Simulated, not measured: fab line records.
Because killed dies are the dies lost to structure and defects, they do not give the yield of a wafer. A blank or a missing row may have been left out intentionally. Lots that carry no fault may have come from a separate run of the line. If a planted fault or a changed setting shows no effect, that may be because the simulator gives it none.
A lot that was struck, set against a sound lot -- flow berkeley_cmos170 -- 14 out of 331 route steps
Sound: the wafers L671.4, L671.5, L671.6. Struck: wafers L669.3, L669.4, L669.6. Last of all comes the cause.
For every step that has rows: the tool of each side, followed by ch and its chambers, followed by its first start. Under that, the readings that differ: sound wafers -- struck wafers -- difference of the means -- sigmas: that difference in standard deviations of wafers without a fault.
alike: words and numbers the same on both sides, and readings whose means are apart by under 2 such deviations; not compared: readings that were withheld, readings missing a value for some wafer, numbers with overlapping values and no deviation given by the record, and bounds like >300 which may hide the same value.
A row with sigmas, a row that says differs or no value, or rows on one side alone: a step with any of these is where the two part. When numbers do not overlap yet have no deviation, they are printed without sigmas and do not part them. Lack of a reading on every wafer of one side parts them only where that side has two or more wafers.

first, 1 step without rows for these wafers: UCB170_NSD_DEVELOP_05 (develop time 45 s).
UCB170_NSD_CD_MEAS_06 targets a cd of 1200 nm.
  sound on cd_sem-01 at day 11 10:32; struck on cd_sem-02 at day 10 20:54
reading,sound,struck,difference,sigmas
cd_nm (nm),1200.9 1201.2 1201.4,1196.3 1195.8 1199.2,-4.1,-3
UCB170_NSD_OVL_MEAS_07:
  sound on overlay-01 at day 11 10:37; struck on overlay-01 at day 10 20:59
  alike: NSD_OVL
then, 1 step without rows for these wafers: UCB170_NSD_IMPLANT_08.
UCB170_NSD_STRIP_09: strips in O2.
  sound on plasma_asher-04 ch 0,1, day 11 10:49; struck on plasma_asher-03 ch 0,1, day 10 21:12
  alike: drypump_motor_current_A, oes_product_au, strip_time_to_endpoint_s
  not compared: rf_hours_counter_h
UCB170_NSD_TW_MEAS_10:
  sound on film_metro-02 at day 11 10:55; struck on film_metro-03 at day 10 21:17
reading,sound,struck,difference,sigmas
NSD_TW,4191 4193 4188,4242 4218 4277,+55,+2
then, 4 steps without rows for these wafers: UCB170_NSD_CLEAN_11 (cleans in SPM, time 600 s); UCB170_BACKSIDE_HMDS_00 (prime time 60 s); UCB170_BACKSIDE_COAT_01 (resist thk 900 nm); UCB170_BACKSIDE_SOFTBAKE_02 (time 60 s).
UCB170_BACKSIDE_STRIP_03: strips in O2.
  sound on plasma_asher-01 ch 0,1, day 11 11:46; struck on plasma_asher-01 ch 0,1, day 10 22:04
  alike: drypump_motor_current_A, oes_product_au, strip_time_to_endpoint_s
  not compared: rf_hours_counter_h
then, 1 step without rows for these wafers: UCB170_BACKSIDE_CLEAN_04 (cleans in SPM, time 600 s).
UCB170_SDANNEAL_RTA_00: time 10 s.
  sound on rtp_anneal-02 ch 0, day 11 12:02; struck on rtp_anneal-02, day 10 22:29
  no value came back on the struck wafers for anneal_temp_c_max, chamber_o2_ppm, lamp_power_pct (%), wafer_temp_C_max; on the sound wafers anneal_temp_c_max reads 904.2 903.6 903.7
UCB170_SDANNEAL_RTA_01: time 5 s.
  sound on rtp_anneal-02 ch 0, day 11 12:06; struck on rtp_anneal-02 ch 0, day 10 22:33
  alike: anneal_temp_c_max, chamber_o2_ppm, wafer_temp_C_max

== WHERE THEY PART ==
First at UCB170_NSD_CD_MEAS_06; last, within this record, at UCB170_SDANNEAL_RTA_00. Later steps at which nothing parts them and some readings are alike: UCB170_SDANNEAL_RTA_01.

WHY: the cause the simulator had injected
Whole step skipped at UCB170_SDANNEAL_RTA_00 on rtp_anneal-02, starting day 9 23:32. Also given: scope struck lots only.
